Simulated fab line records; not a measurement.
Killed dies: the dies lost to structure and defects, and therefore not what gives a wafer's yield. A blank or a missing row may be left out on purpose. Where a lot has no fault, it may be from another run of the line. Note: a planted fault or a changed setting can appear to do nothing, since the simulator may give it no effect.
Split-lot study + flow berkeley_cmos170 + 23 wafers read from 5 lots, route of 331 steps

== ABOUT THE SPLIT ==
At UCB170_ACTIVE_COAT_08 (resist thk 900 nm), the setting spin_rpm was moved away from the recipe's 1500 rpm on 9 of the 23 wafers read, by -2.3% to +5.5%. All remaining wafers had this setting at the recipe value.

The file shows no step between the split and the reading.

== THE READING ==
KrF_of_ACTIVE_COAT_08.thk_nm (the simulator's own value, which no gauge read), in nm, at UCB170_ACTIVE_ETCH_15 (etches Si3N4 in CH3F/Ar/O2, stops on SiO2, target depth 242 nm, time 151 s). The file does not state a usual value for it. Here, 14 wafers ran the recipe; their average is 725.0 nm with a standard deviation of 5.6 nm.

| wafer  | tool, chamber at the split | spin_rpm as run, rpm | against the recipe | KrF_of_ACTIVE_COAT_08.thk_nm, nm | against lot-mates on the recipe |
|--------|----------------------------|----------------------|--------------------|----------------------------------|---------------------------------|
| L076.1 | litho_track-02, 0          | 1500                 | recipe             | 724                              | -                               |
| L076.4 | litho_track-02, 0          | 1500                 | recipe             | 723.9                            | -                               |
| L076.6 | litho_track-02, 0          | 1500                 | recipe             | 729.2                            | -                               |
| L081.1 | litho_track-04, 0          | 1582                 | +5.5%              | 707.3                            | -24.6                           |
| L081.2 | litho_track-04, 0          | 1582                 | +5.5%              | 699.3                            | -32.6                           |
| L081.3 | litho_track-04, 0          | 1582                 | +5.5%              | 702                              | -29.9                           |
| L081.5 | litho_track-04, 0          | 1500                 | recipe             | 737.1                            | -                               |
| L081.6 | litho_track-04, 0          | 1500                 | recipe             | 726.7                            | -                               |
| L079.1 | litho_track-03, 0          | 1500                 | recipe             | 726.5                            | -                               |
| L079.2 | litho_track-03, 0          | 1465                 | -2.3%              | 737.8                            | +10.9                           |
| L079.3 | litho_track-03, 0          | 1465                 | -2.3%              | 735.4                            | +8.5                            |
| L079.4 | litho_track-03, 0          | 1500                 | recipe             | 727.2                            | -                               |
| L079.5 | litho_track-03, 0          | 1465                 | -2.3%              | 737.4                            | +10.5                           |
| L082.2 | litho_track-02, 0          | 1500                 | recipe             | 720.2                            | -                               |
| L082.3 | litho_track-02, 0          | 1500                 | recipe             | 733.9                            | -                               |
| L082.4 | litho_track-02, 0          | 1500                 | recipe             | 717.1                            | -                               |
| L082.5 | litho_track-02, 0          | 1500                 | recipe             | 717.1                            | -                               |
| L082.6 | litho_track-02, 0          | 1500                 | recipe             | 720.6                            | -                               |
| L084.1 | litho_track-02, 0          | 1562                 | +4.1%              | 705.2                            | -18.1                           |
| L084.2 | litho_track-02, 0          | 1500                 | recipe             | 721.2                            | -                               |
| L084.4 | litho_track-02, 0          | 1500                 | recipe             | 725.5                            | -                               |
| L084.5 | litho_track-02, 0          | 1562                 | +4.1%              | 701.2                            | -22.1                           |
| L084.6 | litho_track-02, 0          | 1562                 | +4.1%              | 708.8                            | -14.6                           |

THE FIT
A straight line over all 23 wafers: KrF_of_ACTIVE_COAT_08.thk_nm changes by -4.45 nm for each +1% of spin_rpm; r = -0.91; the points scatter about the line by 5 nm.
The same after taking each lot's own level away (the mean of its wafers on the recipe; 23 wafers): -4.88 nm for each +1%; r = -0.95; scatter 4.2 nm.
Per that fit: largest spin_rpm move, reading shift of 27 nm.
Across the lots, their own levels run from 721.78 to 731.90 nm, a range of 1.8 times the standard deviation given above.
So the lot-to-lot level changes the slope little: the two slopes agree.
Check: with one of the wafers moved furthest among these (+5.5%) left out of the fit, the line predicts -27.5 nm for it against its lot-mates. It came out at -24.6 nm against them.

== THE OTHER SPLITS THESE WAFERS WENT THROUGH ==
These wafers also went through other splits before the reading. Each is held against what the fit with the lots' levels taken away leaves over:
| other split on the same wafers       | wafers away from the commonest value | r with KrF_of_ACTIVE_COAT_08.thk_nm (lot level and that fit taken away) |
|--------------------------------------|--------------------------------------|-------------------------------------------------------------------------|
| UCB170_START_OXIDATION_02 ox_time_s  | 15                                   | -0.03                                                                   |
| UCB170_ZERO_STRIP_07 o2_flow_sccm    | 4                                    | +0.18                                                                   |
| UCB170_PWELL_CVD_05 time_s           | 15                                   | +0.17                                                                   |
| UCB170_ACTIVE_OXIDATION_02 ox_time_s | 15                                   | +0.10                                                                   |

== THE WHOLE CHAIN: every reading that the file lists as answering this split, in the file's order ==
| step                   | what it does                                                               | reading                                                                       | change (the file's fit)              | r (the file's) |
|------------------------|----------------------------------------------------------------------------|-------------------------------------------------------------------------------|--------------------------------------|----------------|
| UCB170_ACTIVE_COAT_08  | resist thk 900 nm                                                          | KrF_of_ACTIVE_COAT_08.thk_nm (the simulator's own value, which no gauge read) | -4.19 nm for each +1% of the setting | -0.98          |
| UCB170_ACTIVE_ETCH_15  | etches Si3N4 in CH3F/Ar/O2, stops on SiO2, target depth 242 nm, time 151 s | KrF_of_ACTIVE_COAT_08.thk_nm (the simulator's own value, which no gauge read) | -4.91 nm for each +1% of the setting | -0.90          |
| UCB170_ACTIVE_STRIP_16 | strips in O2                                                               | strip_time_to_endpoint_s                                                      | withheld for each +1% of the setting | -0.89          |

== THE FILE'S OWN FIT ==
KrF_of_ACTIVE_COAT_08.thk_nm changes by -4.91 nm for each +1% of spin_rpm, r = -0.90.
